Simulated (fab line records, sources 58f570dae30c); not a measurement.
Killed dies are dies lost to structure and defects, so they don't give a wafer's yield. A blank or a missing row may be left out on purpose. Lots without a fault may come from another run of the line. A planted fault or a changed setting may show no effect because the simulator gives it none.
Which tool did it? | flow berkeley_cmos170 | 14 lots, 42 wafers sampled, at 5 steps of a route of 331

WHAT THE GAUGES READ, wafer by wafer
UCB170_ACTIVE_OVL_MEAS_14. Usual: ACTIVE_OVL -7 nm, standard deviation 5.
lot  | measured    | on         | ACTIVE_OVL (nm) | flag
L453 | day 4 15:51 | overlay-02 | -10 -9 -17      |
L455 | day 5 12:41 | overlay-02 | -4 -5 -5        |
L457 | day 5 13:39 | overlay-01 | -3 -4 -7        |
L460 | day 6 17:53 | overlay-02 | -6 -4 -9        |
L463 | day 6 20:52 | overlay-02 | -2 -6 -1        |
L465 | day 7 06:02 | overlay-01 | -14 -10 -10     |
L464 | day 7 06:10 | overlay-01 | 3 -6 -7         |
L466 | day 7 20:59 | overlay-01 | 0 -6 -1         |
L469 | day 8 03:11 | overlay-02 | -16 -14 -8      |
L467 | day 8 04:26 | overlay-01 | -2 -3 -11       |
L471 | day 8 04:37 | overlay-02 | -7 -13 -13      |
L474 | day 9 02:16 | overlay-01 | 1 3 -4          |
L472 | day 9 02:23 | overlay-01 | -6 -5 -6        |
L473 | day 9 02:37 | overlay-02 | -18 -16 -17     |

UCB170_PFIELD_TW_MEAS_09. Usual: PFIELD_TW 606, standard deviation 7.5.
lot  | measured    | on            | PFIELD_TW   | flag
L453 | day 4 20:58 | film_metro-01 | 617 617 616 |
L455 | day 5 14:26 | film_metro-02 | 603 603 601 |
L457 | day 5 16:19 | film_metro-04 | 606 603 603 |
L460 | day 6 22:43 | film_metro-02 | 599 601 601 |
L463 | day 6 23:11 | film_metro-01 | 616 615 618 |
L465 | day 7 08:24 | film_metro-02 | 597 596 596 |
L464 | day 7 08:40 | film_metro-02 | 599 597 600 |
L466 | day 7 23:17 | film_metro-04 | 605 599 602 |
L469 | day 8 06:47 | film_metro-02 | 600 601 599 |
L467 | day 8 08:07 | film_metro-02 | 598 598 598 |
L471 | day 8 08:11 | film_metro-02 | 595 599 601 |
L474 | day 9 04:17 | film_metro-04 | 609 608 610 |
L472 | day 9 04:29 | film_metro-02 | 603 607 602 |
L473 | day 9 04:49 | film_metro-01 | 615 614 613 |

UCB170_FIELD_THK_MEAS_91. Usual: FIELD_OXIDE_LEFT_2_THK 353 nm, standard deviation 9.1.
lot  | measured     | on            | FIELD_OXIDE_LEFT_2_THK (nm) | flag
L453 | day 6 11:24  | film_metro-02 | 332 329 329                 |
L455 | day 7 07:02  | film_metro-03 | 349 339 351                 |
L457 | day 7 07:09  | film_metro-02 | 367 366 357                 |
L460 | day 8 11:50  | film_metro-02 | 364 362 353                 |
L463 | day 8 11:20  | film_metro-03 | 365 355 357                 |
L465 | day 8 15:25  | film_metro-02 | 365 361 352                 |
L464 | day 8 15:30  | film_metro-04 | 354 353 362                 |
L466 | day 9 06:41  | film_metro-02 | 354 361 358                 |
L469 | day 9 17:25  | film_metro-03 | 367 371 374                 |
L467 | day 9 16:28  | film_metro-03 | 350 356 350                 |
L471 | day 9 17:17  | film_metro-04 | 355 352 353                 |
L474 | day 10 18:08 | film_metro-02 | 361 357 360                 |
L472 | day 10 17:24 | film_metro-03 | 351 357 363                 |
L473 | day 10 17:58 | film_metro-04 | 346 347 346                 |

UCB170_SDANNEAL_RS_MEAS_04: measures by four-point-probe. Usual: PLDD_RS 1032.4 ohm/sq, standard deviation 2.5.
lot  | measured     | on            | PLDD_RS (ohm/sq)     | flag
L453 | day 7 17:56  | film_metro-03 | 1031.3 1032.9 1035.3 |
L455 | day 8 16:48  | film_metro-03 | 1032.4 1032.9 1035.5 |
L457 | day 8 16:15  | film_metro-04 | 1026.7 1027.0 1032.9 |
L460 | day 9 13:23  | film_metro-03 | 1034.1 1036.7 1033.4 |
L463 | day 9 12:50  | film_metro-03 | 1031.3 1026.3 1031.4 |
L465 | day 9 21:56  | film_metro-04 | 1031.5 1032.6 1033.3 |
L464 | day 9 21:31  | film_metro-03 | 1030.8 1035.9 1034.7 |
L466 | day 10 13:09 | film_metro-03 | 1014.6 1016.8 1014.6 | OFF
L469 | day 11 01:10 | film_metro-01 | 1017.9 1020.6 1013.1 | OFF
L467 | day 11 01:29 | film_metro-04 | 1029.9 1033.0 1027.9 |
L471 | day 11 01:38 | film_metro-01 | 1031.7 1029.0 1033.3 |
L474 | day 12 00:35 | film_metro-01 | 1037.5 1034.3 1035.4 |
L472 | day 12 00:01 | film_metro-04 | 1033.2 1031.4 1032.8 |
L473 | day 12 00:13 | film_metro-03 | 1029.3 1031.9 1029.3 |

WHICH TOOL RAN EACH LOT (tool, then ch and the chambers of the sampled wafers, then the start)
lot  | UCB170_PLDD_IMPLANT_09
L453 | implanter-04 ch 0, day 7 05:34
L455 | implanter-04 ch 0, day 8 02:55
L457 | implanter-03 ch 0, day 8 03:13
L460 | implanter-04 ch 0, day 9 01:17
L463 | implanter-04 ch 0, day 9 00:31
L465 | implanter-04 ch 0, day 9 07:46
L464 | implanter-01 ch 0, day 9 07:55
L466 | implanter-04 ch 0, day 10 00:28
L469 | implanter-04 ch 0, day 10 10:47
L467 | implanter-03 ch 0, day 10 10:51
L471 | implanter-01 ch 0, day 10 11:03
L474 | implanter-03 ch 0, day 11 12:38
L472 | implanter-03 ch 0, day 11 10:40
L473 | implanter-01 ch 0, day 11 11:17
- UCB170_PLDD_IMPLANT_09

WHAT THE TOOLS THEMSELVES READ (means of the sampled wafers that have a number; where no wafer has one, the mark that the record gives instead)
UCB170_PLDD_IMPLANT_09. Usual: dose_ions_cm2 4.999e+13, standard deviation 6.1e+10; faraday_current_uA 158, standard deviation 3.
lot  | tool         | dose_ions_cm2 | faraday_current_uA | flag
L453 | implanter-04 | 5.000e+13     | 158                |
L455 | implanter-04 | 5.000e+13     | 158                |
L457 | implanter-03 | 5.000e+13     | 160                |
L460 | implanter-04 | 5.000e+13     | 157                |
L463 | implanter-04 | 4.998e+13     | 157                |
L465 | implanter-04 | 5.004e+13     | 160                |
L464 | implanter-01 | 4.992e+13     | 160                |
L466 | implanter-04 | 5.201e+13     | 165                | OFF
L469 | implanter-04 | 5.210e+13     | 167                | OFF
L467 | implanter-03 | 4.996e+13     | 159                |
L471 | implanter-01 | 4.993e+13     | 159                |
L474 | implanter-03 | 5.005e+13     | 159                |
L472 | implanter-03 | 4.992e+13     | 157                |
L473 | implanter-01 | 5.003e+13     | 161                |

THE ANSWER, worked out from the rows above alone
Rule: a lot is off if the mean of its wafers that have a number lies more than 3 standard deviations from the usual mean. A lot without any number at a reading at which 4 lots or more have one is off too. The other lots that the step has rows for count as sound. The gauges are gone through in route order, then the tools' own readings, and for those a lot's mean is taken as printed above. The first step at which some lot is off is used, and at that step the reading that is off furthest; a lot without a number counts as furthest.
Off: L466, L469, at UCB170_SDANNEAL_RS_MEAS_04 (PLDD_RS).
A tool fits if, at a process step before that reading, it ran every lot that is off, and no sound lot after the first of them. The gauges at UCB170_SDANNEAL_RS_MEAS_04 aren't tried: what is off there is off at UCB170_PLDD_IMPLANT_09 too, on other tools, and a gauge's error can't cause that. One fits: implanter-04 at UCB170_PLDD_IMPLANT_09. Its last sound lot is L465 (day 9 07:46), its first lot that is off L466 (day 10 00:28): a fault that began between those two fits.
The tool's own readings at UCB170_PLDD_IMPLANT_09 bear it out: on the lots that are off they differ by more than 5 times the standard deviation of the sound lots' means. dose_ions_cm2 reads 5.206e+13 there against 4.999e+13 on the sound lots; faraday_current_uA reads 166 there against 159 on the sound lots.

WHAT THE SIMULATOR HAD PUT IN
Process parameter drift: implanter-04, from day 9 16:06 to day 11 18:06, at UCB170_PLDD_IMPLANT_09. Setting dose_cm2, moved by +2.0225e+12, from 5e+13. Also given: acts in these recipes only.
Lots struck among those shown: L466, L469. The rule above found the same.
